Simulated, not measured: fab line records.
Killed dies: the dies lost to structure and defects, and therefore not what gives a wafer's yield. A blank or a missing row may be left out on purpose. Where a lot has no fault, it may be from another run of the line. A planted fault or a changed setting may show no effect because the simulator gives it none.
Commonality check across tools + flow rit_cmos + 14 lots, 42 wafers sampled

REASON FOR OPENING
RIT_PSD_TW_MEAS_10, reading PSD_TW: flagged on 2 of 14 lots. Fault-free wafers read 3446, with a standard deviation of 19.
Rule: a lot gets a flag if all its wafers with a number sit over 4 standard deviations from that mean, or if no wafer of it has a number. All remaining lots are regarded as sound.

| lot  | measured    | on            | PSD_TW, wafer by wafer | flag    |
|------|-------------|---------------|------------------------|---------|
| L311 | day 4 02:14 | film_metro-01 | 3449 3468 3448         |         |
| L312 | day 4 20:15 | film_metro-01 | 3464 3448 3464         |         |
| L316 | day 5 04:17 | film_metro-02 | 3431 3432 3412         |         |
| L315 | day 5 17:05 | film_metro-03 | 3457 3464 3422         |         |
| L318 | day 5 17:40 | film_metro-02 | 3432 3417 3409         |         |
| L319 | day 5 17:49 | film_metro-02 | 3424 3428 3443         |         |
| L320 | day 6 07:26 | film_metro-02 | 3442 3452 3445         |         |
| L321 | day 6 08:26 | film_metro-02 | 3447 3451 3443         |         |
| L324 | day 6 17:08 | film_metro-01 | 3481 3455 3444         |         |
| L325 | day 6 22:20 | film_metro-02 | 3463 3433 3452         |         |
| L328 | day 7 06:45 | film_metro-03 | 3427 3440 3463         |         |
| L329 | day 7 11:07 | film_metro-01 | 30 30 30               | FLAGGED |
| L330 | day 7 15:34 | film_metro-03 | 30 30 30               | FLAGGED |
| L332 | day 7 22:59 | film_metro-02 | 3469 3458 3456         |         |
Averaged over the flagged lots the numbers come to 30, -3416 from the usual (-99 or more standard deviations).

EACH LOT AND THE TOOL IT RAN ON
The record holds 1 process step before the reading, out of a route of 202 steps. In each cell: the tool, then ch and the chambers that the sampled wafers went through, then the start.
| lot  | flag    | RIT_PSD_DEVELOP_05               |
|------|---------|----------------------------------|
| L311 |         | litho_track-04 ch 0, day 4 01:00 |
| L312 |         | litho_track-02 ch 0, day 4 19:00 |
| L316 |         | litho_track-02 ch 0, day 5 03:00 |
| L315 |         | litho_track-02 ch 0, day 5 16:00 |
| L318 |         | litho_track-03 ch 0, day 5 16:00 |
| L319 |         | litho_track-04 ch 0, day 5 17:00 |
| L320 |         | litho_track-04 ch 0, day 6 06:00 |
| L321 |         | litho_track-02 ch 0, day 6 07:00 |
| L324 |         | litho_track-03 ch 0, day 6 16:00 |
| L325 |         | litho_track-02 ch 0, day 6 21:00 |
| L328 |         | litho_track-02 ch 0, day 7 06:00 |
| L329 | FLAGGED | litho_track-02 ch 0, day 7 10:00 |
| L330 | FLAGGED | litho_track-02 ch 0, day 7 14:00 |
| L332 |         | litho_track-04 ch 0, day 7 22:00 |
What these steps do:
- RIT_PSD_DEVELOP_05: develop time 50 s.
- RIT_PSD_TW_MEAS_10

FLAGGED AGAINST TOTAL, ONE TOOL AT A TIME (gauges that did the reading follow at the end)
| step               | tool           | lots run | flagged | share of the flagged lots | sound lots run after its first flagged lot |
|--------------------|----------------|----------|---------|---------------------------|--------------------------------------------|
| RIT_PSD_DEVELOP_05 | litho_track-02 | 8        | 2       | all                       | 0                                          |
| RIT_PSD_DEVELOP_05 | litho_track-03 | 2        | 0       | none                      | -                                          |
| RIT_PSD_DEVELOP_05 | litho_track-04 | 4        | 0       | none                      | -                                          |
| RIT_PSD_TW_MEAS_10 | film_metro-01  | 4        | 1       | some                      | 0                                          |
| RIT_PSD_TW_MEAS_10 | film_metro-02  | 7        | 0       | none                      | -                                          |
| RIT_PSD_TW_MEAS_10 | film_metro-03  | 3        | 1       | some                      | 0                                          |

THE TABLE: WHAT IT ALLOWS
1 row of the table ran every flagged lot: litho_track-02 at RIT_PSD_DEVELOP_05.
- litho_track-02 at RIT_PSD_DEVELOP_05 ran 8 lots, 2 of them flagged. Its last sound lot is L328 (day 7 06:00), its first flagged lot L329 (day 7 10:00): a fault that began between those two fits.
What remains is a single tool, litho_track-02 at RIT_PSD_DEVELOP_05.

WHAT HAD BEEN PUT IN BY THE SIMULATOR
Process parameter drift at RIT_PSD_DEVELOP_05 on litho_track-02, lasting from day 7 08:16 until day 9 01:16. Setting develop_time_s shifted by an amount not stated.
Lots struck among those shown: L329, L330. The rule above found the same.
